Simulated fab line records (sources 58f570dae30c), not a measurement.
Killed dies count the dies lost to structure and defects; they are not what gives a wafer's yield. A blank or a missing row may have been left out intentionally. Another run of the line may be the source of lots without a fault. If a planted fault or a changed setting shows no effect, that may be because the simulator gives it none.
2 desks looking at one fault / flow berkeley_cmos170 / each desk holds nothing but its own numbers, with what lay behind them at the end

THE METROLOGY DESK
What the gauges read, lot by lot, whatever tool the lot ran on: means of the sampled wafers that have a number. If a lot's mean is further than 4 standard deviations from the usual mean, the lot is out of limits and carries the mark OUT (the distance appears in the brackets).
Columns: A = V1_TEOS_THK at UCB170_V1_THK_MEAS_01, usual 2008 nm
lot=L122; first seen here=day 7 19:57; A=1968
lot=L123; first seen here=day 8 03:13; A=2007
lot=L124; first seen here=day 8 03:13; A=2008
lot=L125; first seen here=day 8 03:16; A=1997
lot=L126; first seen here=day 8 03:22; A=1994
lot=L127; first seen here=day 9 03:11; A=2017
lot=L129; first seen here=day 9 10:50; A=1988
lot=L128; first seen here=day 9 10:52; A=2027
lot=L130; first seen here=day 9 11:00; A=2020
lot=L134; first seen here=day 10 04:49; A=2019
lot=L140; first seen here=day 11 14:38; A=1979
lot=L141; first seen here=day 11 20:53; A=1996
lot=L144; first seen here=day 11 20:54; A=2025
lot=L143; first seen here=day 11 20:55; A=2025
Result from this desk: across the 14 lots, nothing is out of limits.

FOR THE TOOL OWNER'S DESK: rie_diel-04
The tool's own readings at UCB170_V2_ETCH_14 (etches SiO2 in CHF3/CF4/Ar, stops on Al, target depth 1250 nm, time 291 s): means of the sampled wafers that have a number, for each lot that ran on this tool. If a lot's mean is further than 4 standard deviations from the usual mean, the lot is out of limits and carries the mark OUT (the distance appears in the brackets).
Columns: A = chamber_pressure_mTorr at UCB170_V2_ETCH_14, usual 199.98 mTorr; B = drypump_motor_current_A at UCB170_V2_ETCH_14, usual 5.6 A; C = oes_product_au at UCB170_V2_ETCH_14, usual 0.871 a.u.; D = rf_fwd_power_W at UCB170_V2_ETCH_14, usual 698.3 W; E = throttle_valve_pct at UCB170_V2_ETCH_14, usual 6.91 %
lot=L126; first seen here=day 8 14:10; A=200.07; B=5.5; C=0.877; D=698.4; E=6.90
lot=L129; first seen here=day 9 20:14; A=199.96; B=5.6; C=0.871; D=701.0; E=6.85
lot=L140; first seen here=day 11 22:36; A=199.82; B=5.8; C=0.878; D=667.0 (-15) OUT; E=6.98
lot=L141; first seen here=day 12 09:56; A=200.00; B=6.2; C=0.870; D=671.2 (-13) OUT; E=7.01
This desk finds L140, L141 out of limits, L140 being first, at day 11 22:36 (rf_fwd_power_W at UCB170_V2_ETCH_14). Within limits: L126, L129.

TAKEN TOGETHER
The tool owner's desk had the chance to raise an alarm at day 11 22:36 on L140, L141.
Nothing out of limits was seen by the metrology desk.
The metrology desk holds a record of L140, L141, inside its limits.
Of the lots named, all ran UCB170_V2_ETCH_14 on rie_diel-04.

WHAT THE SIMULATOR PUT IN
rie_diel-04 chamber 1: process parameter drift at UCB170_V2_ETCH_14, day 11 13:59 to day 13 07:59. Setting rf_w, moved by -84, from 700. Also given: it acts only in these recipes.
Lots struck among those shown: L140, L141.
Delay in hours, fault start to first out-of-limits reading, by desk: the tool owner's desk at 9.
